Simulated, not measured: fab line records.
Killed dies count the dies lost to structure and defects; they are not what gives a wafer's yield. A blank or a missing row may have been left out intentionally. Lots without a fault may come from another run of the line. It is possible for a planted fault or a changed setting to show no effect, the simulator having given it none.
fab line records :: flow rit_cmos
[record]
  lots = 14
  wafers = 42
  last_day = 7
route steps=202 shown ACTIVE@14 M1@202
lots that met no fault: taken from a fault-free run of the same line
start_h: the number of hours between the record's first day and the start of the first shown wafer of the lot :: wait_h: hours elapsed since this lot's preceding step :: " the same as in the row above :: L1.1+2: a single row standing in for several wafers :: - no value, or no start was given :: * or withheld: withheld :: < > ~ a bound
route shown NAME@n: NAME is a module with steps in the file, n the number in the route of the first one :: usual: average and standard deviation across the fault-free wafers :: same: alike in all rows :: chamber/n: place in a boat :: sites: each site's reading :: _std_site: the standard deviation of these :: _edge_site: mean of outer sites minus mean of inner sites :: radius_mm: for every site, how far away it sits from the centre of the wafer :: mask NAME#n: copy n :: behind: the last tool/chamber to shape the wafer :: hold: why the lot went on hold/how many hours it stayed there/how the hold came to an end :: device: the n, p or np transistor that did not switch :: end of line: the route-end tests of the same wafers :: a step given without rows: its recipe and nothing more :: killed: not the wafer's yield, but the dies lost to structure and defects at the first sort :: map: dies across one wafer; x = killed, . = not, _ = none there
set.NAME: setting as actually run; set.NAME@STEP: the setting as run at that earlier step :: model.NAME: the simulator's own value behind a step, which no gauge read
one table for each step of the route and one row for each wafer, over a sample of lots
services: the hour from which a tool's chamber was out of use, counted from the record's first day as start_h (under 0 if before that day), plus the number of hours and why
[[steps]]
[step RIT_ACTIVE_ETCH_13]
[recipe]
  stop_on = SiO2
  chemistry = SF6
  target = Si3N4
  time_s = 210
  over_etch_frac = 0.4
  SF6_flow_sccm = 200
  pressure_mtorr = 260
  rf_w = 125
  target_depth_a = 2100
[usual]
  drypump_motor_current_A = 5.60/0.3
  oes_product_au = 0.817/0.014
  throttle_valve_pct = 7.47/0.12
[same]
  over_etch_frac = 0.4
lot.wafer: L328.3
tool: rie_diel-04
chamber: 3
start_h: 15.73
wait_h: 0.1
drypump_motor_current_A: 5.47
oes_product_au: 0.813
rf_hours_counter_h: 11
throttle_valve_pct: 7.50

lot.wafer: L328.5
tool: rie_diel-04
chamber: 2
start_h: 15.73
wait_h: 0.1
drypump_motor_current_A: 5.69
oes_product_au: 0.798
rf_hours_counter_h: -
throttle_valve_pct: 7.49

lot.wafer: L328.6
tool: rie_diel-04
chamber: 1
start_h: 15.73
wait_h: 0.1
drypump_motor_current_A: 5.20
oes_product_au: 0.818
rf_hours_counter_h: -
throttle_valve_pct: 7.28

lot.wafer: L329.1
tool: rie_diel-03
chamber: 1
start_h: 19.71
wait_h: 0.1
drypump_motor_current_A: 5.30
oes_product_au: 0.825
rf_hours_counter_h: 5
throttle_valve_pct: 7.56

lot.wafer: L329.2
tool: rie_diel-03
chamber: 3
start_h: 19.71
wait_h: 0.1
drypump_motor_current_A: 5.77
oes_product_au: 0.833
rf_hours_counter_h: 136
throttle_valve_pct: 7.46

lot.wafer: L329.4
tool: rie_diel-03
chamber: 0
start_h: 19.71
wait_h: 0.1
drypump_motor_current_A: 5.53
oes_product_au: 0.817
rf_hours_counter_h: 4
throttle_valve_pct: 7.69

lot.wafer: L332.1
tool: rie_diel-04
chamber: 1
start_h: 35.40
wait_h: 0.1
drypump_motor_current_A: 5.19
oes_product_au: 0.818
rf_hours_counter_h: 39
throttle_valve_pct: 7.27

lot.wafer: L332.3
tool: rie_diel-04
chamber: 0
start_h: 35.40
wait_h: 0.1
drypump_motor_current_A: 5.52
oes_product_au: 0.820
rf_hours_counter_h: 150
throttle_valve_pct: 7.56

lot.wafer: L332.6
tool: rie_diel-04
chamber: 3
start_h: 35.40
wait_h: 0.1
drypump_motor_current_A: 5.47
oes_product_au: 0.817
rf_hours_counter_h: -
throttle_valve_pct: 7.51

lot.wafer: L334.1
tool: rie_diel-02
chamber: 2
start_h: 45.01
wait_h: 0.1
drypump_motor_current_A: 5.72
oes_product_au: 0.843
rf_hours_counter_h: 71
throttle_valve_pct: 7.52

lot.wafer: L334.3
tool: rie_diel-02
chamber: 0
start_h: 45.01
wait_h: 0.1
drypump_motor_current_A: 6.51
oes_product_au: 0.812
rf_hours_counter_h: 128
throttle_valve_pct: 7.45

lot.wafer: L334.6
tool: rie_diel-02
chamber: 2
start_h: 45.01
wait_h: 0.1
drypump_motor_current_A: 5.71
oes_product_au: 0.847
rf_hours_counter_h: -
throttle_valve_pct: 7.51

lot.wafer: L335.1
tool: rie_diel-02
chamber: 2
start_h: 50.58
wait_h: 0.1
drypump_motor_current_A: 5.70
oes_product_au: 0.846
rf_hours_counter_h: 71
throttle_valve_pct: 7.51

lot.wafer: L335.4
tool: rie_diel-02
chamber: 3
start_h: 50.58
wait_h: 0.1
drypump_motor_current_A: 6.08
oes_product_au: 0.839
rf_hours_counter_h: 26
throttle_valve_pct: 7.55

lot.wafer: L335.6
tool: rie_diel-02
chamber: 2
start_h: 50.58
wait_h: 0.1
drypump_motor_current_A: 5.71
oes_product_au: 0.837
rf_hours_counter_h: -
throttle_valve_pct: 7.52

lot.wafer: L336.2
tool: rie_diel-02
chamber: 2
start_h: 54.99
wait_h: 0.1
drypump_motor_current_A: 5.71
oes_product_au: 0.832
rf_hours_counter_h: 71
throttle_valve_pct: 7.52

lot.wafer: L336.4
tool: rie_diel-02
chamber: 3
start_h: 54.99
wait_h: 0.1
drypump_motor_current_A: 6.04
oes_product_au: 0.855
rf_hours_counter_h: 26
throttle_valve_pct: 7.55

lot.wafer: L336.5
tool: rie_diel-02
chamber: 2
start_h: 54.99
wait_h: 0.1
drypump_motor_current_A: 5.72
oes_product_au: 0.845
rf_hours_counter_h: -
throttle_valve_pct: 7.51

lot.wafer: L337.1
tool: rie_diel-04
chamber: 3
start_h: 62.23
wait_h: 0.1
drypump_motor_current_A: 5.48
oes_product_au: 0.814
rf_hours_counter_h: 12
throttle_valve_pct: 7.50

lot.wafer: L337.3
tool: rie_diel-04
chamber: 0
start_h: 62.23
wait_h: 0.1
drypump_motor_current_A: 5.51
oes_product_au: 0.817
rf_hours_counter_h: 150
throttle_valve_pct: 7.56

lot.wafer: L337.6
tool: rie_diel-04
chamber: 0
start_h: 62.23
wait_h: 0.1
drypump_motor_current_A: 5.50
oes_product_au: 0.826
rf_hours_counter_h: -
throttle_valve_pct: 7.55

lot.wafer: L338.3
tool: rie_diel-03
chamber: 1
start_h: 64.71
wait_h: 0.1
drypump_motor_current_A: 5.28
oes_product_au: 0.830
rf_hours_counter_h: 6
throttle_valve_pct: 7.59

lot.wafer: L338.5
tool: rie_diel-03
chamber: 2
start_h: 64.71
wait_h: 0.1
drypump_motor_current_A: 5.63
oes_product_au: 0.832
rf_hours_counter_h: -
throttle_valve_pct: 7.28

lot.wafer: L338.6
tool: rie_diel-03
chamber: 1
start_h: 64.71
wait_h: 0.1
drypump_motor_current_A: 5.28
oes_product_au: 0.818
rf_hours_counter_h: -
throttle_valve_pct: 7.58

lot.wafer: L339.1
tool: rie_diel-03
chamber: 2
start_h: 72.99
wait_h: 0.1
drypump_motor_current_A: 5.63
oes_product_au: 0.814
rf_hours_counter_h: 150
throttle_valve_pct: 7.28

lot.wafer: L339.3
tool: rie_diel-03
chamber: 0
start_h: 72.99
wait_h: 0.1
drypump_motor_current_A: 5.57
oes_product_au: 0.814
rf_hours_counter_h: 5
throttle_valve_pct: 7.69

lot.wafer: L339.4
tool: rie_diel-03
chamber: 1
start_h: 72.99
wait_h: 0.1
drypump_motor_current_A: 5.29
oes_product_au: 0.825
rf_hours_counter_h: 6
throttle_valve_pct: 7.57

lot.wafer: L343.2
tool: rie_diel-04
chamber: 1
start_h: 90.33
wait_h: 0.1
drypump_motor_current_A: 5.21
oes_product_au: 0.819
rf_hours_counter_h: 40
throttle_valve_pct: 7.29

lot.wafer: L343.4
tool: rie_diel-04
chamber: 2
start_h: 90.33
wait_h: 0.1
drypump_motor_current_A: 5.73
oes_product_au: 0.798
rf_hours_counter_h: 7
throttle_valve_pct: 7.50

lot.wafer: L343.6
tool: rie_diel-04
chamber: 3
start_h: 90.33
wait_h: 0.1
drypump_motor_current_A: 5.46
oes_product_au: 0.818
rf_hours_counter_h: -
throttle_valve_pct: 7.50

lot.wafer: L344.1
tool: rie_diel-04
chamber: 1
start_h: 94.91
wait_h: 0.1
drypump_motor_current_A: 5.17
oes_product_au: 0.889
rf_hours_counter_h: 41
throttle_valve_pct: 7.26

lot.wafer: L344.2
tool: rie_diel-04
chamber: 3
start_h: 94.91
wait_h: 0.1
drypump_motor_current_A: 5.47
oes_product_au: 0.904
rf_hours_counter_h: 13
throttle_valve_pct: 7.50

lot.wafer: L344.4
tool: rie_diel-04
chamber: 2
start_h: 94.91
wait_h: 0.1
drypump_motor_current_A: 5.71
oes_product_au: 0.862
rf_hours_counter_h: 7
throttle_valve_pct: 7.50

lot.wafer: L346.2
tool: rie_diel-04
chamber: 1
start_h: 106.45
wait_h: 0.1
drypump_motor_current_A: 5.20
oes_product_au: 0.902
rf_hours_counter_h: 41
throttle_valve_pct: 7.28

lot.wafer: L346.5
tool: rie_diel-04
chamber: 2
start_h: 106.45
wait_h: 0.1
drypump_motor_current_A: 5.70
oes_product_au: 0.881
rf_hours_counter_h: -
throttle_valve_pct: 7.51

lot.wafer: L346.6
tool: rie_diel-04
chamber: 1
start_h: 106.45
wait_h: 0.1
drypump_motor_current_A: 5.19
oes_product_au: 0.906
rf_hours_counter_h: -
throttle_valve_pct: 7.27

lot.wafer: L348.1
tool: rie_diel-03
chamber: 1
start_h: 114.97
wait_h: 0.1
drypump_motor_current_A: 5.27
oes_product_au: 0.810
rf_hours_counter_h: 7
throttle_valve_pct: 7.57

lot.wafer: L348.5
tool: rie_diel-03
chamber: 0
start_h: 114.97
wait_h: 0.1
drypump_motor_current_A: 5.55
oes_product_au: 0.806
rf_hours_counter_h: -
throttle_valve_pct: 7.68

lot.wafer: L348.6
tool: rie_diel-03
chamber: 1
start_h: 114.97
wait_h: 0.1
drypump_motor_current_A: 5.31
oes_product_au: 0.807
rf_hours_counter_h: -
throttle_valve_pct: 7.58

lot.wafer: L351.3
tool: rie_diel-02
chamber: 0
start_h: 129.95
wait_h: 0.1
drypump_motor_current_A: 6.54
oes_product_au: 0.815
rf_hours_counter_h: 130
throttle_valve_pct: 7.44

lot.wafer: L351.5
tool: rie_diel-02
chamber: 1
start_h: 129.95
wait_h: 0.1
drypump_motor_current_A: 5.73
oes_product_au: 0.801
rf_hours_counter_h: -
throttle_valve_pct: 7.37

lot.wafer: L351.6
tool: rie_diel-02
chamber: 0
start_h: 129.95
wait_h: 0.1
drypump_motor_current_A: 6.51
oes_product_au: 0.803
rf_hours_counter_h: -
throttle_valve_pct: 7.46
[step RIT_M1_PROBE_99]
[usual]
  killed_at_contacts = 0.1/0.25
  killed_at_front_end = 6.8/2.9
  killed_dies = 6.9/2.9
  killed_open = 3.3/1.9
  killed_short = 3.6/1.9
[same]
  gross_dies = 264
  killed_at_M0_to_M3 = 0
  killed_at_M4_up = 0
  killed_at_back_side = 0
  killed_at_other = 0
lot.wafer: L343.2
tool: prober-02
chamber: -
start_h: 135.26
wait_h: 0.1
killed_at_contacts: 0
killed_at_front_end: 5
killed_dies: 5
killed_open: 3
killed_short: 2

lot.wafer: L343.4
tool: prober-02
chamber: -
start_h: 135.36
wait_h: 0.2
killed_at_contacts: 0
killed_at_front_end: 6
killed_dies: 6
killed_open: 3
killed_short: 3
// killed by level:class
L343.2 FOX1:geometric_particle:open=2 GATE:geometric_particle:short=2 FOX2:geometric_particle:open=1
L343.4 FOX1:geometric_particle:short=2 FOX1:geometric_particle:open=2 GATE:geometric_particle:short=1 SILICIDE:geometric_particle:open=1
[[services]]
tool: rie_diel-03
chamber: 3
start_h: -5.80
hours: 16.1
kind: repair

tool: rie_diel-04
chamber: 2
start_h: 12.09
hours: 2.1
kind: repair

tool: rie_diel-03
chamber: 1
start_h: 48.46
hours: 8.1
kind: repair

tool: rie_diel-04
chamber: 3
start_h: 52.55
hours: 3.8
kind: repair

tool: rie_diel-03
chamber: 2
start_h: 109.57
hours: 15.8
kind: repair

tool: rie_diel-04
chamber: 2
start_h: 121.33
hours: 7.5
kind: repair
[[key]]
[first_sign]
  step = RIT_ACTIVE_ETCH_13
  reading = oes_product_au
  direction = up
  sigmas = 5.3
  usual = 0.817
  struck = 0.891
effect none on later readings
met_at RIT_ACTIVE_ETCH_13
struck_lots L344,L346
tester_left_out L344,L346
onset_between 90.33 94.91
[fault]
  kind = process_parameter_drift
  tool = rie_diel-04
  chamber = -
  onset_h = 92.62
  steps = RIT_ACTIVE_ETCH_13
  channel = target_depth_a
  offset = -338.65
  shape = step
  end_h = 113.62
  acts_in = these_recipes_only
  stated = 2100
// tester_left_out: of these lots the tester's yield and bins aren't shown, on N5 and GAA mostly nor the transistor test; their killed dies are dies lost to structure and defects alone, not to doping, threshold or leakage, so they don't give the yield
